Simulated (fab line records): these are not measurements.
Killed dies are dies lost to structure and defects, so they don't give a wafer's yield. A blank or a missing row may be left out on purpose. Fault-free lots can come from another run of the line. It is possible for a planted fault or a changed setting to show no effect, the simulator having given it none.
Which of the tools did it? || flow berkeley cmos170 || 16 lots with 48 wafers sampled at 4 steps, on a route of 331 steps

WHAT EACH GAUGE READ, for each wafer
UCB170_NWELL_THK_MEAS_05.
{"lot": "L173", "measured": "day 2 01:59", "on": "film metro-02", "NWELL_NITRIDE_THK (nm)": "223.8 223.2 225.2"}
{"lot": "L174", "measured": "day 2 10:39", "on": "film metro-02", "NWELL_NITRIDE_THK (nm)": "219.7 222.7 221.5"}
{"lot": "L175", "measured": "day 2 20:28", "on": "film metro-03", "NWELL_NITRIDE_THK (nm)": "225.2 223.5 225.1"}
{"lot": "L176", "measured": "day 2 23:51", "on": "film metro-04", "NWELL_NITRIDE_THK (nm)": "223.3 225.4 224.4"}
{"lot": "L177", "measured": "day 2 23:51", "on": "film metro-02", "NWELL_NITRIDE_THK (nm)": "222.3 220.4 222.1"}
{"lot": "L178", "measured": "day 3 10:29", "on": "film metro-02", "NWELL_NITRIDE_THK (nm)": "224.6 227.0 224.9"}
{"lot": "L179", "measured": "day 3 14:32", "on": "film metro-02", "NWELL_NITRIDE_THK (nm)": "223.2 224.4 221.0"}
{"lot": "L180", "measured": "day 3 14:32", "on": "film metro-04", "NWELL_NITRIDE_THK (nm)": "223.9 222.8 223.7"}
{"lot": "L181", "measured": "day 3 18:36", "on": "film metro-03", "NWELL_NITRIDE_THK (nm)": "222.2 222.0 224.5"}
{"lot": "L182", "measured": "day 3 23:30", "on": "film metro-02", "NWELL_NITRIDE_THK (nm)": "225.8 223.3 223.6"}
{"lot": "L183", "measured": "day 4 04:07", "on": "film metro-04", "NWELL_NITRIDE_THK (nm)": "222.7 223.4 220.6"}
{"lot": "L184", "measured": "day 4 12:03", "on": "film metro-03", "NWELL_NITRIDE_THK (nm)": "256.4 258.8 258.7 256.5 258.7 258.7"}
{"lot": "L185", "measured": "day 4 16:48", "on": "film metro-04", "NWELL_NITRIDE_THK (nm)": "259.3 257.9 257.2 259.2 257.5 257.1"}
{"lot": "L186", "measured": "day 5 00:54", "on": "film metro-03", "NWELL_NITRIDE_THK (nm)": "257.4 256.4 257.2 257.3 256.8 257.2"}
{"lot": "L187", "measured": "day 5 00:54", "on": "film metro-04", "NWELL_NITRIDE_THK (nm)": "255.7 257.5 258.1 255.8 257.8 258.2"}
{"lot": "L195", "measured": "day 6 19:41", "on": "film metro-03", "NWELL_NITRIDE_THK (nm)": "222.9 224.1 222.5"}

UCB170_PWELL_THK_MEAS_03.
{"lot": "L173", "measured": "day 2 12:07", "on": "film metro-03", "PWELL_OXIDE_THK (nm)": "25.1 25.3 25.4"}
{"lot": "L174", "measured": "day 3 00:04", "on": "film metro-02", "PWELL_OXIDE_THK (nm)": "24.9 25.1 25.2"}
{"lot": "L175", "measured": "day 3 09:46", "on": "film metro-03", "PWELL_OXIDE_THK (nm)": "25.8 25.7 25.7"}
{"lot": "L176", "measured": "day 3 09:46", "on": "film metro-02", "PWELL_OXIDE_THK (nm)": "25.7 25.5 26.0"}
{"lot": "L177", "measured": "day 3 09:46", "on": "film metro-01", "PWELL_OXIDE_THK (nm)": "25.5 25.3 25.7"}
{"lot": "L178", "measured": "day 3 19:14", "on": "film metro-01", "PWELL_OXIDE_THK (nm)": "25.3 25.1 25.3"}
{"lot": "L179", "measured": "day 4 00:16", "on": "film metro-02", "PWELL_OXIDE_THK (nm)": "25.4 24.9 24.9"}
{"lot": "L180", "measured": "day 4 00:16", "on": "film metro-03", "PWELL_OXIDE_THK (nm)": "25.8 26.1 25.4"}
{"lot": "L181", "measured": "day 4 04:47", "on": "film metro-02", "PWELL_OXIDE_THK (nm)": "26.0 25.8 26.2"}
{"lot": "L182", "measured": "day 4 07:41", "on": "film metro-01", "PWELL_OXIDE_THK (nm)": "26.4 26.2 26.1"}
{"lot": "L183", "measured": "day 4 14:05", "on": "film metro-02", "PWELL_OXIDE_THK (nm)": "26.2 25.7 26.1"}
{"lot": "L195", "measured": "day 7 05:31", "on": "film metro-01", "PWELL_OXIDE_THK (nm)": "26.2 26.0 26.3"}

WHICH TOOL RAN EACH LOT (tool, then ch and the chambers of the sampled wafers, then the start)
{"lot": "L173", "UCB170_NWELL_CVD_04": "lpcvd-01 ch 1, day 2 00:04", "UCB170_NWELL_ETCH_13": "rie diel-01 ch 1,2, day 2 03:08"}
{"lot": "L174", "UCB170_NWELL_CVD_04": "lpcvd-02 ch 1, day 2 08:43", "UCB170_NWELL_ETCH_13": "rie diel-01 ch 0,1, day 2 11:42"}
{"lot": "L175", "UCB170_NWELL_CVD_04": "lpcvd-01 ch 1, day 2 18:32", "UCB170_NWELL_ETCH_13": "rie diel-02 ch 0,2,3, day 2 22:13"}
{"lot": "L176", "UCB170_NWELL_CVD_04": "lpcvd-02 ch 0, day 2 21:55", "UCB170_NWELL_ETCH_13": "rie diel-04 ch 1,2, day 3 00:47"}
{"lot": "L177", "UCB170_NWELL_CVD_04": "lpcvd-02 ch 0, day 2 21:55", "UCB170_NWELL_ETCH_13": "rie diel-01 ch 0,2,3, day 3 01:02"}
{"lot": "L178", "UCB170_NWELL_CVD_04": "lpcvd-01 ch 0, day 3 08:34", "UCB170_NWELL_ETCH_13": "rie diel-04 ch 1,2,3, day 3 11:27"}
{"lot": "L179", "UCB170_NWELL_CVD_04": "lpcvd-01 ch 1, day 3 12:37", "UCB170_NWELL_ETCH_13": "rie diel-02 ch 0,3, day 3 15:45"}
{"lot": "L180", "UCB170_NWELL_CVD_04": "lpcvd-01 ch 1, day 3 12:37", "UCB170_NWELL_ETCH_13": "rie diel-04 ch 0,1,3, day 3 16:16"}
{"lot": "L181", "UCB170_NWELL_CVD_04": "lpcvd-02 ch 0, day 3 16:38", "UCB170_NWELL_ETCH_13": "rie diel-04 ch 1,3, day 3 19:31"}
{"lot": "L182", "UCB170_NWELL_CVD_04": "lpcvd-02 ch 1, day 3 21:34", "UCB170_NWELL_ETCH_13": "rie diel-02 ch 1,2,3, day 4 00:50"}
{"lot": "L183", "UCB170_NWELL_CVD_04": "lpcvd-01 ch 0, day 4 02:10", "UCB170_NWELL_ETCH_13": "rie diel-04 ch 0,1,3, day 4 05:10"}
{"lot": "L184", "UCB170_NWELL_CVD_04": "lpcvd-01 ch 0, day 4 10:07", "UCB170_NWELL_ETCH_13": "rie diel-02 ch 0,1,2, day 4 17:10"}
{"lot": "L185", "UCB170_NWELL_CVD_04": "lpcvd-01 ch 0, day 4 14:52", "UCB170_NWELL_ETCH_13": "rie diel-04 ch 0,2,3, day 4 22:34"}
{"lot": "L186", "UCB170_NWELL_CVD_04": "lpcvd-01 ch 0, day 4 22:57", "UCB170_NWELL_ETCH_13": "rie diel-02 ch 0,1, day 5 07:18"}
{"lot": "L187", "UCB170_NWELL_CVD_04": "lpcvd-01 ch 1, day 4 22:57", "UCB170_NWELL_ETCH_13": "rie diel-01 ch 2,3, day 5 05:23"}
{"lot": "L195", "UCB170_NWELL_CVD_04": "lpcvd-02 ch 0, day 6 17:44", "UCB170_NWELL_ETCH_13": "rie diel-04 ch 1,3, day 6 20:44"}
- UCB170_NWELL_CVD_04: deposits Si3N4 from SiH2Cl2/NH3, target thk 224 nm, time 3360 s.
- UCB170_NWELL_ETCH_13: etches Si3N4 in CH3F/Ar/O2, stops on SiO2, target depth 246.4 nm, time 154 s.

WHAT THE TOOLS THEMSELVES READ (means of the sampled wafers that have a number; where no wafer has one, the mark that the record gives instead)
UCB170_NWELL_CVD_04.
{"lot": "L173", "tool": "lpcvd-01", "nh3 flow sccm (sccm)": 74.69, "spike tc source C (C)": 819, "zone power load pct (%)": 19.4, "zone power source pct (%)": 21.2}
{"lot": "L174", "tool": "lpcvd-02", "nh3 flow sccm (sccm)": 75.01, "spike tc source C (C)": 823, "zone power load pct (%)": 20.3, "zone power source pct (%)": 21.1}
{"lot": "L175", "tool": "lpcvd-01", "nh3 flow sccm (sccm)": 75.11, "spike tc source C (C)": 819, "zone power load pct (%)": 19.5, "zone power source pct (%)": 21.1}
{"lot": "L176", "tool": "lpcvd-02", "nh3 flow sccm (sccm)": 75.11, "spike tc source C (C)": 820, "zone power load pct (%)": 22.1, "zone power source pct (%)": 22.4}
{"lot": "L177", "tool": "lpcvd-02", "nh3 flow sccm (sccm)": 75.05, "spike tc source C (C)": 819, "zone power load pct (%)": 22.3, "zone power source pct (%)": 22.3}
{"lot": "L178", "tool": "lpcvd-01", "nh3 flow sccm (sccm)": 75.23, "spike tc source C (C)": 827, "zone power load pct (%)": 20.8, "zone power source pct (%)": 20.1}
{"lot": "L179", "tool": "lpcvd-01", "nh3 flow sccm (sccm)": 74.95, "spike tc source C (C)": 820, "zone power load pct (%)": 19.5, "zone power source pct (%)": 21.0}
{"lot": "L180", "tool": "lpcvd-01", "nh3 flow sccm (sccm)": 75.13, "spike tc source C (C)": 819, "zone power load pct (%)": 19.5, "zone power source pct (%)": 21.2}
{"lot": "L181", "tool": "lpcvd-02", "nh3 flow sccm (sccm)": 74.98, "spike tc source C (C)": 819, "zone power load pct (%)": 22.3, "zone power source pct (%)": 22.5}
{"lot": "L182", "tool": "lpcvd-02", "nh3 flow sccm (sccm)": 75.29, "spike tc source C (C)": 823, "zone power load pct (%)": 20.2, "zone power source pct (%)": 20.8}
{"lot": "L183", "tool": "lpcvd-01", "nh3 flow sccm (sccm)": 74.82, "spike tc source C (C)": 825, "zone power load pct (%)": 20.7, "zone power source pct (%)": 19.9}
{"lot": "L184", "tool": "lpcvd-01", "nh3 flow sccm (sccm)": 90.05, "spike tc source C (C)": 826, "zone power load pct (%)": 20.9, "zone power source pct (%)": 19.7}
{"lot": "L185", "tool": "lpcvd-01", "nh3 flow sccm (sccm)": 90.15, "spike tc source C (C)": 827, "zone power load pct (%)": 20.7, "zone power source pct (%)": 19.7}
{"lot": "L186", "tool": "lpcvd-01", "nh3 flow sccm (sccm)": 89.91, "spike tc source C (C)": 825, "zone power load pct (%)": 20.8, "zone power source pct (%)": 19.8}
{"lot": "L187", "tool": "lpcvd-01", "nh3 flow sccm (sccm)": 89.60, "spike tc source C (C)": 819, "zone power load pct (%)": 19.4, "zone power source pct (%)": 21.0}
{"lot": "L195", "tool": "lpcvd-02", "nh3 flow sccm (sccm)": 74.95, "spike tc source C (C)": 820, "zone power load pct (%)": 22.3, "zone power source pct (%)": 22.5}

UCB170_NWELL_ETCH_13.
{"lot": "L173", "tool": "rie diel-01", "chamber pressure mTorr (mTorr)": 49.96, "drypump motor current A (A)": 6.0, "oes product au (a.u.)": 0.942, "throttle valve pct (%)": 7.97}
{"lot": "L174", "tool": "rie diel-01", "chamber pressure mTorr (mTorr)": 49.98, "drypump motor current A (A)": 5.7, "oes product au (a.u.)": 0.926, "throttle valve pct (%)": 8.17}
{"lot": "L175", "tool": "rie diel-02", "chamber pressure mTorr (mTorr)": 49.96, "drypump motor current A (A)": 6.0, "oes product au (a.u.)": 0.931, "throttle valve pct (%)": 8.01}
{"lot": "L176", "tool": "rie diel-04", "chamber pressure mTorr (mTorr)": 50.00, "drypump motor current A (A)": 5.8, "oes product au (a.u.)": 0.943, "throttle valve pct (%)": 7.98}
{"lot": "L177", "tool": "rie diel-01", "chamber pressure mTorr (mTorr)": 49.99, "drypump motor current A (A)": 6.2, "oes product au (a.u.)": 0.926, "throttle valve pct (%)": 8.07}
{"lot": "L178", "tool": "rie diel-04", "chamber pressure mTorr (mTorr)": 49.95, "drypump motor current A (A)": 5.7, "oes product au (a.u.)": 0.940, "throttle valve pct (%)": 7.98}
{"lot": "L179", "tool": "rie diel-02", "chamber pressure mTorr (mTorr)": 50.05, "drypump motor current A (A)": 6.3, "oes product au (a.u.)": 0.934, "throttle valve pct (%)": 7.94}
{"lot": "L180", "tool": "rie diel-04", "chamber pressure mTorr (mTorr)": 50.00, "drypump motor current A (A)": 5.9, "oes product au (a.u.)": 0.938, "throttle valve pct (%)": 8.08}
{"lot": "L181", "tool": "rie diel-04", "chamber pressure mTorr (mTorr)": 50.03, "drypump motor current A (A)": 5.5, "oes product au (a.u.)": 0.941, "throttle valve pct (%)": 8.00}
{"lot": "L182", "tool": "rie diel-02", "chamber pressure mTorr (mTorr)": 49.96, "drypump motor current A (A)": 6.0, "oes product au (a.u.)": 0.922, "throttle valve pct (%)": 7.99}
{"lot": "L183", "tool": "rie diel-04", "chamber pressure mTorr (mTorr)": 49.96, "drypump motor current A (A)": 5.9, "oes product au (a.u.)": 0.936, "throttle valve pct (%)": 8.08}
{"lot": "L184", "tool": "rie diel-02", "chamber pressure mTorr (mTorr)": 49.95, "drypump motor current A (A)": 6.2, "oes product au (a.u.)": 0.987, "throttle valve pct (%)": 8.05}
{"lot": "L185", "tool": "rie diel-04", "chamber pressure mTorr (mTorr)": 49.99, "drypump motor current A (A)": 6.1, "oes product au (a.u.)": 0.998, "throttle valve pct (%)": 8.00}
{"lot": "L186", "tool": "rie diel-02", "chamber pressure mTorr (mTorr)": 50.05, "drypump motor current A (A)": 6.4, "oes product au (a.u.)": 1.003, "throttle valve pct (%)": 7.96}
{"lot": "L187", "tool": "rie diel-01", "chamber pressure mTorr (mTorr)": 50.02, "drypump motor current A (A)": 6.5, "oes product au (a.u.)": 0.997, "throttle valve pct (%)": 7.96}
{"lot": "L195", "tool": "rie diel-04", "chamber pressure mTorr (mTorr)": 49.98, "drypump motor current A (A)": 5.5, "oes product au (a.u.)": 0.936, "throttle valve pct (%)": 7.99}

THE ANSWER, worked out from the rows above alone
Rule: the lots themselves supply what counts as usual. Put in order of their means at a reading, lots are off if they are a third of the lots or fewer, leave a main group of 4 or more, and stand apart from it by a gap of 3 or more times the standard deviation of the main group's means; of several such gaps the widest counts. A main group whose means are all the same, to the digits that the tables above print for the reading, isn't used. Also off: a lot with no number at a reading for which 4 or more lots have one. Any other lot the step has rows for is counted as sound. After the gauges, taken in route order, come the tools' own readings; for these a lot's mean is taken, as printed above. The first step at which some lot is off is used, and at that step the reading that is off furthest; a lot without a number counts as furthest.
Off: L184, L185, L186, L187, at UCB170_NWELL_THK_MEAS_05 (NWELL_NITRIDE_THK). Mean 223.4 nm and standard deviation 1.2 in the main group.
A tool fits if, at a process step before that reading, it ran every lot that is off, and no sound lot after the first of them. The gauges at UCB170_NWELL_THK_MEAS_05 aren't tried: what is off there is off at UCB170_NWELL_CVD_04 too, on other tools, and a gauge's error can't cause that. One fits: UCB170_NWELL_CVD_04 on lpcvd-01. A fault onset in the window from L183 (day 4 02:10, its last sound lot) to L184 (day 4 10:07, its first lot off) fits.
On the lots that are off, the tool's own readings at UCB170_NWELL_CVD_04 differ by more than 5 times the standard deviation of the sound lots' means, which bears it out; nh3 flow sccm reads 89.93 sccm there versus 75.03 sccm on the sound lots.

WHAT THE SIMULATOR HAD PUT IN
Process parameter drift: lpcvd-01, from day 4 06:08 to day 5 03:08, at UCB170_NWELL_CVD_04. Setting nh3 flow sccm, moved by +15, from 75. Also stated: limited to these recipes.
Struck lots among those shown: L184, L185, L186, L187. Same finding as the rule above.
